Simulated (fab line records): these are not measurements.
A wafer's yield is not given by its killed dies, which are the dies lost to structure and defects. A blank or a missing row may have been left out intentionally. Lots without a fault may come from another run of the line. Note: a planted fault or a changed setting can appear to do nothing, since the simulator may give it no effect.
The tool behind it: which one? | flow berkeley cmos170 | 7 lots, 21 wafers sampled, at 3 steps of a route of 331

## WHAT THE GAUGES READ, wafer by wafer
UCB170_M1_RS_MEAS_01: uses a four-point probe to measure.
lot  | measured     | on            | M1_AL_RS (ohm/sq)
L217 | day 7 18:46  | film metro-02 | 0.0482 0.0482 0.0484
L219 | day 8 03:43  | film metro-02 | 0.0489 0.0481 0.0485
L223 | day 8 22:46  | film metro-01 | 0.0477 0.0482 0.0485
L224 | day 8 23:17  | film metro-03 | 0.0518 0.0517 0.0524
L231 | day 10 11:07 | film metro-03 | 0.0487 0.0483 0.0482
L233 | day 10 12:46 | film metro-02 | 0.0491 0.0485 0.0482
L236 | day 11 06:34 | film metro-01 | 0.0490 0.0478 0.0487

## WHAT TOOL EACH LOT RAN ON (gives the tool, then ch and the chambers of the sampled wafers, and finally the start)
lot  | UCB170_CONTACT_SOFTBAKE_11                   | UCB170_M1_SPUTTER_00
L217 | litho track-04 ch 0, day 7 18:41 or earlier  | pvd sputter-04, day 7 18:41
L219 | litho track-01 ch 0, day 8 03:37 or earlier  | pvd sputter-01, day 8 03:37
L223 | litho track-04 ch 0, day 8 22:40 or earlier  | pvd sputter-02, day 8 22:40
L224 | litho track-01 ch 0, day 8 23:12 or earlier  | pvd sputter-04, day 8 23:12
L231 | litho track-04 ch 0, day 10 11:02 or earlier | pvd sputter-02, day 10 11:02
L233 | litho track-04 ch 0, day 10 12:43 or earlier | pvd sputter-02, day 10 12:43
L236 | litho track-02 ch 0, day 11 06:29 or earlier | pvd sputter-01, day 11 06:29
- UCB170_CONTACT_SOFTBAKE_11: time 62.87 s.
- UCB170_M1_SPUTTER_00: material Al, target thk 600 nm, time 80 s.

## THE ANSWER, worked out from the rows above alone
Rule: what is usual is taken from the lots themselves. The widest of any qualifying gaps counts: lots, ordered by their means at a reading, are off when they make up no more than a third of the lots, leave a main group of 4 or more, and stand apart from it by 3 or more times the standard deviation of that group's means. A main group is skipped when, at the precision printed for the reading in the tables above, its means are all equal. Also off: a lot with no number at a reading for which 4 or more lots have one. All remaining lots with rows at the step are treated as sound.
Off: L224, seen at UCB170_M1_RS_MEAS_01 (M1_AL_RS). The main group: mean 0.0484 ohm/sq, standard deviation 0.00016.
A tool fits if, at a process step before that reading, it ran every lot that is off, and no sound lot after the first of them. Gauges at UCB170_M1_RS_MEAS_01: tried the same way as those tools. Because UCB170_CONTACT_SOFTBAKE_11 lacks a start for some lots, the hours and order of its lots are taken from UCB170_M1_SPUTTER_00. Can't be told from this: 2 tools fit, litho track-01 at UCB170_CONTACT_SOFTBAKE_11, pvd sputter-04 at UCB170_M1_SPUTTER_00.

## WHAT THE SIMULATOR PUT IN
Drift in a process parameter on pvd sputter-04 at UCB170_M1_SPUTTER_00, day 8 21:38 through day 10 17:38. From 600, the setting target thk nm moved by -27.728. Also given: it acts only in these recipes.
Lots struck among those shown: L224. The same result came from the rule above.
